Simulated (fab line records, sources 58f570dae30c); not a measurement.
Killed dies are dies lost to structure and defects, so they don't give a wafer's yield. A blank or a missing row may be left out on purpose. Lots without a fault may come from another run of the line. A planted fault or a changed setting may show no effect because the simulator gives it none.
Chamber matching | flow berkeley_cmos170 | UCB170_SPACER_ETCHBACK_03 on rie_diel-03: 4 sister chambers
The step etches SiO2 in CHF3/CF4/Ar, stops on Si, target depth 376 nm, time 100 s. 8 wafers are shown with their chamber, then 7 later ones without.

WAFERS WITH THEIR CHAMBER
wafer  | chamber | drypump_motor_current_A (A) | throttle_valve_pct (%)
L365.6 | 3       | 5.83                        | 6.29
L367.2 | 3       | 5.84                        | 6.31
L367.4 | 2       | 5.52                        | 6.50
L373.2 | 1       | 5.03                        | 6.47
L373.3 | 2       | 5.53                        | 6.51
L373.4 | 0       | 5.59                        | 6.45
L379.1 | 1       | 5.02                        | 6.46
L379.2 | 0       | 5.58                        | 6.46

WAFERS WITHOUT THEIR CHAMBER
wafer  | drypump_motor_current_A (A) | throttle_valve_pct (%)
L379.5 | 5.02                        | 6.47
L382.2 | 5.86                        | 6.32
L382.3 | 5.04                        | 6.45
L382.6 | 5.51                        | 6.50
L385.1 | 5.82                        | 6.30
L385.4 | 5.62                        | 6.45
L385.6 | 5.53                        | 6.50

WHICH CHAMBER EACH WENT THROUGH
wafer  | from the rows above | in truth
L379.5 | 1                   | 1
L382.2 | 3                   | 3
L382.3 | 1                   | 1
L382.6 | 2                   | 2
L385.1 | 3                   | 3
L385.4 | 0                   | 0
L385.6 | 2                   | 2
Placed correctly: 7 of 7. Can't be placed from these rows: 0. Placed wrongly: 0.
How it was worked out, from the rows above alone: a wafer's distance from a chamber is the root of the sum, over the readings, of the square of ((its reading less the chamber's mean) divided by the reading's scatter). The wafer belongs to the nearest chamber; if the next one is less than 2 further off, it can't be placed. A chamber's mean is the mean of its shown wafers. The scatter: the root of (the sum of the squares of (reading less its chamber's mean) over the shown wafers, divided by (wafers less chambers)).
